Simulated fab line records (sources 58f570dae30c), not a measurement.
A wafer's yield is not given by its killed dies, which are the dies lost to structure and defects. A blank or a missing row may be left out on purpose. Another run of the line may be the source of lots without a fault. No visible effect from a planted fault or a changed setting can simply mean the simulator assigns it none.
A struck lot beside a sound one | flow berkeley_cmos170 | 14 steps out of a route of 331
Sound: these wafers, L390.1, L390.3, L390.6. Wafers struck: L382.2, L382.3, L382.4. Last of all comes the cause.
Order at every step that has rows: each side's tool, ch and its chambers, its first start. Under that, the readings that differ: sound wafers | struck wafers | difference of the means | sigmas: that difference in standard deviations of wafers without a fault.
alike: same words and numbers on both sides, and readings whose means sit less than 2 such deviations apart. not compared: any withheld reading, any reading some wafer has no value for, any bound like >300 that may hide the same value, and any number with overlapping values for which the record gives no deviation.
Wherever a step has rows on one side only, a row that says differs or no value, or a row with sigmas, the two part there. Numbers that have no deviation but don't overlap get no sigmas and don't part them. Lack of a reading on every wafer of one side parts them only where that side has two or more wafers.

first, 1 step without rows for these wafers: UCB170_CONTACT_SOFTBAKE_05 (time 60 s).
UCB170_CONTACT_STRIP_06: strips in O2.
  sound on plasma_asher-01 ch 1, day 12 00:08; struck on plasma_asher-03 ch 0,1, day 10 14:16
  reading                     | sound       | struck      | difference | sigmas
  drypump_motor_current_A (A) | 6.0 6.0 6.0 | 4.8 5.6 4.8 | -0.9       | -2
  alike: oes_product_au, strip_time_to_endpoint_s
  not compared: rf_hours_counter_h
then, 1 step without rows for these wafers: UCB170_CONTACT_CLEAN_07 (cleans in SPM, time 600 s).
UCB170_CONTACT_RTA_08: time 10 s.
  sound on rtp_anneal-02 ch 0, day 12 00:31; struck on rtp_anneal-02 ch 0, day 10 14:33
  alike: lamp_power_pct, wafer_temp_C_max
then, 6 steps without rows for these wafers: UCB170_CONTACT_COAT_09; UCB170_CONTACT_COAT_10 (resist thk 900 nm); UCB170_CONTACT_SOFTBAKE_11 (time 60 s); UCB170_CONTACT_EXPOSE_12 (exposes mask CONT, target cd 700 nm); UCB170_CONTACT_PEB_13; UCB170_CONTACT_DEVELOP_14 (develop time 45 s).
UCB170_CONTACT_CD_MEAS_15 targets a cd of 700 nm.
  sound on cd_sem-01, day 12 02:20; struck on cd_sem-01, day 10 15:44
  alike: cd_nm
UCB170_CONTACT_OVL_MEAS_16:
  sound on overlay-02, day 12 02:28; struck on overlay-01, day 10 15:50
  alike: CONTACT_OVL
UCB170_CONTACT_ETCH_17: etches BARC in N2/H2.
  sound on rie_diel-03 ch 0,2,3, day 12 02:30; struck on rie_diel-01 ch 1,2,3, day 10 15:52
  reading               | sound             | struck            | difference | sigmas
  oes_product_au (a.u.) | 1.033 0.987 1.005 | 0.851 0.871 0.888 | -0.138     | -9
  alike: bias_w, drypump_motor_current_A, throttle_valve_pct
UCB170_CONTACT_ETCH_18: etches PSG in CHF3/CF4/Ar, stops on TiSi2, target depth 840 nm, time 195 s.
  sound on rie_diel-03 ch 0,2,3; struck on rie_diel-01 ch 1,2,3
  alike: CHF3_flow_sccm, cf4_flow_sccm, drypump_motor_current_A, oes_product_au, throttle_valve_pct
  not compared: rf_hours_counter_h

== WHERE THEY PART ==
At UCB170_CONTACT_STRIP_06 first; at UCB170_CONTACT_ETCH_17 last (within this record only). Later steps at which nothing parts them and some readings are alike: UCB170_CONTACT_ETCH_18.

WHY: what the simulator had put in
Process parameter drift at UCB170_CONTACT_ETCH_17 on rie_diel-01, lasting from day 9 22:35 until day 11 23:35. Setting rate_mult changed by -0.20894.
